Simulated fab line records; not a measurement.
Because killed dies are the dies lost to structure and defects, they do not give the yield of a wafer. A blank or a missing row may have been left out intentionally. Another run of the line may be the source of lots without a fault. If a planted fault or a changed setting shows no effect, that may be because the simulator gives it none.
The tool behind it: which one? | flow ritCmos | 12 lots with 36 wafers sampled at 2 steps, on a route of 202 steps

== WHAT THE GAUGES READ, wafer by wafer ==
RIT_GATE_THK_MEAS_09.
lot  | measured    | on           | GATE_POLY_THK (nm)
L981 | day 2 13:08 | filmMetro-04 | 252.1 251.7 253.3
L982 | day 2 23:15 | filmMetro-04 | 250.9 251.1 254.2
L983 | day 3 01:22 | filmMetro-04 | 253.7 253.3 254.8
L984 | day 3 05:22 | filmMetro-01 | 251.5 249.5 249.1
L985 | day 3 11:29 | filmMetro-04 | 248.0 249.2 248.1
L986 | day 3 17:23 | filmMetro-04 | 250.0 250.2 251.5
L987 | day 3 23:16 | filmMetro-04 | 251.6 250.1 251.5
L991 | day 4 17:51 | filmMetro-01 | 236.4 235.5 235.9
L993 | day 5 10:52 | filmMetro-01 | 231.9 230.1 230.5
L999 | day 7 01:12 | filmMetro-04 | 251.1 252.8 251.5
L103 | day 8 02:15 | filmMetro-03 | 248.1 248.7 248.0
L104 | day 8 02:15 | filmMetro-01 | 254.3 251.4 255.6

== WHAT TOOL EACH LOT RAN ON (gives the tool, then ch and the chambers of the sampled wafers, and finally the start) ==
lot  | RIT_GATE_CVD_08
L981 | lpcvd-02 ch 1, day 2 11:31
L982 | lpcvd-01 ch 0, day 2 21:37
L983 | lpcvd-01 ch 1, day 2 23:44
L984 | lpcvd-01 ch 0, day 3 03:44
L985 | lpcvd-01 ch 0, day 3 09:52
L986 | lpcvd-02 ch 0, day 3 15:46
L987 | lpcvd-01 ch 1, day 3 21:38
L991 | lpcvd-02 ch 1, day 4 16:13
L993 | lpcvd-02 ch 1, day 5 09:16
L999 | lpcvd-01 ch 1, day 6 23:35
L103 | lpcvd-02 ch 0, day 8 00:38
L104 | lpcvd-02 ch 0, day 8 00:38
- RIT_GATE_CVD_08: deposits poly-Si from SiH4, target thk 250 nm, time 2220 s.

== WHAT THE TOOLS THEMSELVES READ (means of the sampled wafers that have a number; where no wafer has one, the mark that the record gives instead) ==
RIT_GATE_CVD_08.
lot  | tool     | pressureMtorr (mTorr)
L981 | lpcvd-02 | 299.8
L982 | lpcvd-01 | 298.5
L983 | lpcvd-01 | 299.2
L984 | lpcvd-01 | 300.4
L985 | lpcvd-01 | 300.6
L986 | lpcvd-02 | 299.7
L987 | lpcvd-01 | 299.7
L991 | lpcvd-02 | 300.6
L993 | lpcvd-02 | 300.5
L999 | lpcvd-01 | 299.7
L103 | lpcvd-02 | 299.1
L104 | lpcvd-02 | 299.6

== THE ANSWER, worked out from the rows above alone ==
Rule: what is usual is taken from the lots themselves. The widest of any qualifying gaps counts: lots, ordered by their means at a reading, are off when they make up no more than a third of the lots, leave a main group of 4 or more, and stand apart from it by 3 or more times the standard deviation of that group's means. If all means in a main group match to the digits the tables above print for the reading, that group is not used. A lot without any number at a reading at which 4 lots or more have one is off too. The other lots that the step has rows for count as sound. The gauges are gone through in route order, then the tools' own readings, and for those a lot's mean is taken as printed above. At the first step where some lot is off, the reading lying furthest off is the one used; lots without a number count as furthest.
Off: at RIT_GATE_THK_MEAS_09 (GATE_POLY_THK), L991, L993. The main group has a mean of 251.2 nm with a standard deviation of 1.9.
If a tool, at a process step before that reading, ran all the lots that are off and no sound lot after the first of them, it fits. The gauges at RIT_GATE_THK_MEAS_09 are tried like those tools. Not one of the candidates tried fits.

== WHAT THE SIMULATOR HAD PUT IN ==
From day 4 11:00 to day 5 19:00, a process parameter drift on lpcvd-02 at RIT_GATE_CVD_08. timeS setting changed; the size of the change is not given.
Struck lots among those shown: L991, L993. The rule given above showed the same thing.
